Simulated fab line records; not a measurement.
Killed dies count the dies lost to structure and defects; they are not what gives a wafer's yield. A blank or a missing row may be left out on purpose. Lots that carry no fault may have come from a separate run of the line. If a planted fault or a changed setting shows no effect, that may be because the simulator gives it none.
Which of the tools did it? -- flow berkeley cmos170 -- 42 wafers from 14 lots sampled at 4 of the route's 331 steps

== WHAT THE GAUGES SHOWED, per wafer ==
UCB170_M2_THK_MEAS_03: measures by xrf.
lot,measured,on,M2_AL_THK (nm)
L418,day 9 01:11,film metro-02,888 896 913
L419,day 9 03:50,film metro-01,891 910 900
L416,day 9 04:14,film metro-02,899 896 911
L423,day 10 16:13,film metro-01,898 907 902
L424,day 10 16:25,film metro-02,896 874 893
L426,day 11 01:25,film metro-01,890 889 915
L430,day 12 07:28,film metro-02,889 899 889
L432,day 12 13:44,film metro-01,902 907 913
L434,day 12 19:41,film metro-02,889 895 902
L433,day 13 00:33,film metro-01,888 880 890
L437,day 13 11:45,film metro-02,916 909 908
L439,day 13 13:20,film metro-02,904 902 897
L436,day 13 14:31,film metro-02,883 880 883
L438,day 14 00:04,film metro-02,865 874 899

UCB170_M3_CD_MEAS_90: target cd 700 nm.
lot,measured,on,cd nm (nm)
L418,day 9 08:41,cd sem-01,702 705 703
L419,day 9 12:06,cd sem-02,700 700 700
L416,day 9 12:31,cd sem-01,706 704 707
L423,day 11 00:05,cd sem-01,704 703 706
L424,day 11 00:25,cd sem-01,700 702 701
L426,day 11 09:44,cd sem-02,709 703 707
L430,day 12 14:53,cd sem-02,703 700 701
L432,day 12 23:58,cd sem-01,703 706 702
L434,day 13 06:04,cd sem-02,698 697 702
L433,day 13 10:46,cd sem-01,701 707 702
L437,day 13 22:58,cd sem-01,703 701 698
L439,day 14 04:11,cd sem-01,705 701 702
L436,day 14 04:55,cd sem-01,704 703 701
L438,day 14 14:23,cd sem-01,699 700 700

UCB170_M3_BOW_MEAS_20.
lot,measured,on,M3_BOW (um)
L418,day 9 08:49,film metro-03,43 29 38
L419,day 9 12:13,film metro-04,24 34 31
L416,day 9 12:38,film metro-03,39 37 19
L423,day 11 00:12,film metro-01,34 34 39
L424,day 11 00:32,film metro-03,35 41 30
L426,day 11 09:51,film metro-01,39 31 35
L430,day 12 15:01,film metro-04,27 42 38
L432,day 13 00:05,film metro-03,47 39 44
L434,day 13 06:11,film metro-01,38 36 32
L433,day 13 10:53,film metro-04,42 40 38
L437,day 13 23:05,film metro-03,29 44 28
L439,day 14 04:20,film metro-04,37 23 25
L436,day 14 05:02,film metro-03,48 43 46
L438,day 14 14:30,film metro-01,30 30 36

== WHICH TOOL RAN EACH LOT (tool, then ch and the chambers of the sampled wafers, then the start) ==
lot,UCB170_M3_PRE_CLEAN_00
L418,"pvd sputter-01, day 9 06:16"
L419,"pvd sputter-03, day 9 09:01"
L416,"pvd sputter-01, day 9 09:37"
L423,"pvd sputter-03, day 10 21:28"
L424,"pvd sputter-01, day 10 21:42"
L426,"pvd sputter-03, day 11 06:47"
L430,"pvd sputter-01, day 12 12:23"
L432,"pvd sputter-01, day 12 20:35"
L434,"pvd sputter-01, day 13 01:58"
L433,"pvd sputter-02, day 13 08:10"
L437,"pvd sputter-02, day 13 16:56"
L439,"pvd sputter-01, day 13 22:07"
L436,"pvd sputter-02, day 13 22:35"
L438,"pvd sputter-03, day 14 10:05"
- UCB170_M3_PRE_CLEAN_00: preclean etch time 60 s.

== AS READ BY THE TOOLS THEMSELVES (means over the sampled wafers that have a number; for cases with no such wafer, the mark the record gives instead) ==
The record holds no such reading with a usual standard deviation.

== THE ANSWER, worked out from the rows above alone ==
Rule: the usual values come from the lots themselves. The widest of any qualifying gaps counts: lots, ordered by their means at a reading, are off when they make up no more than a third of the lots, leave a main group of 4 or more, and stand apart from it by 3 or more times the standard deviation of that group's means. A main group whose means are all the same, to the digits that the tables above print for the reading, isn't used. A lot without any number at a reading at which 4 lots or more have one is off too. The other lots that the step has rows for count as sound. After the gauges, taken in route order, come the tools' own readings; for these a lot's mean is taken, as printed above. At the first step where some lot is off, the reading lying furthest off is the one used; lots without a number count as furthest.
No lot is off at any reading shown: from this, nothing can be told.

== WHAT THE SIMULATOR HAD INSERTED ==
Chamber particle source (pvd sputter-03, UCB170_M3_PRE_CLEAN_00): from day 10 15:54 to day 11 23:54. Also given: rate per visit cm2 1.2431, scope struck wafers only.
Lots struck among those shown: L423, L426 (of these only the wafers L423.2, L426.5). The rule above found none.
